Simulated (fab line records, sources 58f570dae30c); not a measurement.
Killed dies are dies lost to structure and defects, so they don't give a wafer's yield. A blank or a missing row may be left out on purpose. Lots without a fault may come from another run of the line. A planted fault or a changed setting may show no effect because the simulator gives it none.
A struck lot beside a sound one | flow berkeley_cmos170 | 28 steps out of a route of 331
Sound: wafers L119.3, L119.5, L119.6. Struck: wafers L129.2, L129.3, L129.6. The cause comes at the end.
At each step with rows: each side's tool, then ch and its chambers, then its first start. Under that, the readings that differ: sound wafers | struck wafers | difference of the means | sigmas: that difference in standard deviations of wafers without a fault.
alike: readings whose means differ by less than 2 such deviations, and words and numbers that are the same on both sides. not compared: withheld readings, readings that some wafer has no value for, bounds like >300 that may hide the same value, and numbers for which the record gives no deviation and whose values overlap.
The two part at a step that has a row with sigmas, a row that says differs or no value, or rows on one side only. Numbers that don't overlap but have no deviation are shown without sigmas and don't part them. A reading that every wafer of one side lacks parts them only if that side has two wafers or more.

UCB170_PWELL_STRIP_16: strips in O2.
  sound on plasma_asher-03 ch 0,1, day 3 14:37; struck on plasma_asher-03 ch 0,1, day 5 19:50
  reading                      | sound             | struck            | difference | sigmas
  strip_time_to_endpoint_s (s) | 18.12 18.12 18.08 | 17.91 17.86 17.99 | -0.19      | -2
  alike: drypump_motor_current_A, oes_product_au
  not compared: rf_hours_counter_h
UCB170_PWELL_TW_MEAS_17:
  sound on film_metro-03, day 3 14:42; struck on film_metro-03, day 5 19:57
  alike: PWELL_TW
then, 5 steps without rows for these wafers: UCB170_PWELL_CLEAN_18 (cleans in SPM, time 600 s); UCB170_PWELL_WET_ETCH_19 (etches Si3N4 in H3PO4, time 14400 s); UCB170_PWELL_WET_ETCH_20 (etches SiO2 in BOE, time 22 s); UCB170_WELLDRIVE_CLEAN_00 (cleans in SPM, time 600 s); UCB170_WELLDRIVE_OXIDATION_01 (target thk 199 nm, ox time 9000 s).
UCB170_WELLDRIVE_THK_MEAS_02:
  sound on film_metro-03, day 4 03:59; struck on film_metro-01, day 6 09:44
  reading                  | sound       | struck      | difference | sigmas
  WELLDRIVE_OXIDE_THK (nm) | 206 202 204 | 194 200 195 | -8         | -2
then, 4 steps without rows for these wafers: UCB170_WELLDRIVE_ANNEAL_03 (time 900 s); UCB170_WELLDRIVE_WET_ETCH_04 (etches SiO2 in BOE, time 120 s); UCB170_ACTIVE_CLEAN_00 (cleans in SPM, time 600 s); UCB170_ACTIVE_CLEAN_01 (cleans in dHF, time 60 s).
UCB170_ACTIVE_OXIDATION_02: target thk 26.4 nm, ox time 1260 s.
  sound on furnace-02 ch 0, day 4 11:53; struck on furnace-04 ch 0, day 7 02:26
UCB170_ACTIVE_THK_MEAS_03:
  sound on film_metro-01, day 4 13:15; struck on film_metro-04, day 7 03:48
  reading               | sound          | struck         | difference | sigmas
  ACTIVE_OXIDE_THK (nm) | 26.0 26.3 26.2 | 39.5 39.7 39.9 | +13.5      | +31
then, 2 steps without rows for these wafers: UCB170_ACTIVE_ANNEAL_04 (time 900 s); UCB170_ACTIVE_CVD_05 (deposits Si3N4 from SiH2Cl2/NH3, target thk 220 nm, time 3300 s).
UCB170_ACTIVE_THK_MEAS_06:
  sound on film_metro-04, day 4 21:18; struck on film_metro-01, day 7 13:47
  alike: ACTIVE_NITRIDE_THK
then, 6 steps without rows for these wafers: UCB170_ACTIVE_HMDS_07 (prime time 60 s); UCB170_ACTIVE_COAT_08 (resist thk 900 nm); UCB170_ACTIVE_SOFTBAKE_09 (time 60 s); UCB170_ACTIVE_EXPOSE_10 (exposes mask ACTIVE, target cd 1200 nm); UCB170_ACTIVE_PEB_11; UCB170_ACTIVE_DEVELOP_12 (develop time 45 s).
UCB170_ACTIVE_CD_MEAS_13: target cd 1200 nm.
  sound on cd_sem-01, day 4 22:59; struck on cd_sem-02, day 7 15:04
  alike: cd_nm
UCB170_ACTIVE_OVL_MEAS_14:
  sound on overlay-01, day 4 23:05; struck on overlay-01, day 7 15:10
  alike: ACTIVE_OVL
UCB170_ACTIVE_ETCH_15: etches Si3N4 in CH3F/Ar/O2, stops on SiO2, target depth 242 nm, time 151 s.
  sound on rie_diel-03 ch 0,3, day 4 23:06; struck on rie_diel-03 ch 2,3, day 7 15:11
  reading                                       | sound             | struck         | difference | sigmas
  model.SiO2_of_ACTIVE_OXIDATION_02.thk_nm (nm) | 22.04 22.51 22.14 | 35.46 36 35.86 | +13.54     |
  alike: drypump_motor_current_A, oes_product_au, throttle_valve_pct
  not compared: rf_hours_counter_h
UCB170_ACTIVE_STRIP_16: strips in O2.
  sound on plasma_asher-02 ch 0,1, day 4 23:14; struck on plasma_asher-01 ch 0,1, day 7 15:17
  alike: drypump_motor_current_A, oes_product_au, strip_time_to_endpoint_s
  not compared: rf_hours_counter_h
then, 1 step without rows for these wafers: UCB170_M3_PROBE_99.

WHERE THEY PART
First at UCB170_PWELL_STRIP_16; last, within this record, at UCB170_ACTIVE_THK_MEAS_03. Later steps at which nothing parts them and some readings are alike: UCB170_ACTIVE_THK_MEAS_06, UCB170_ACTIVE_CD_MEAS_13, UCB170_ACTIVE_OVL_MEAS_14, UCB170_ACTIVE_ETCH_15, UCB170_ACTIVE_STRIP_16.

WHY: what the simulator had put in
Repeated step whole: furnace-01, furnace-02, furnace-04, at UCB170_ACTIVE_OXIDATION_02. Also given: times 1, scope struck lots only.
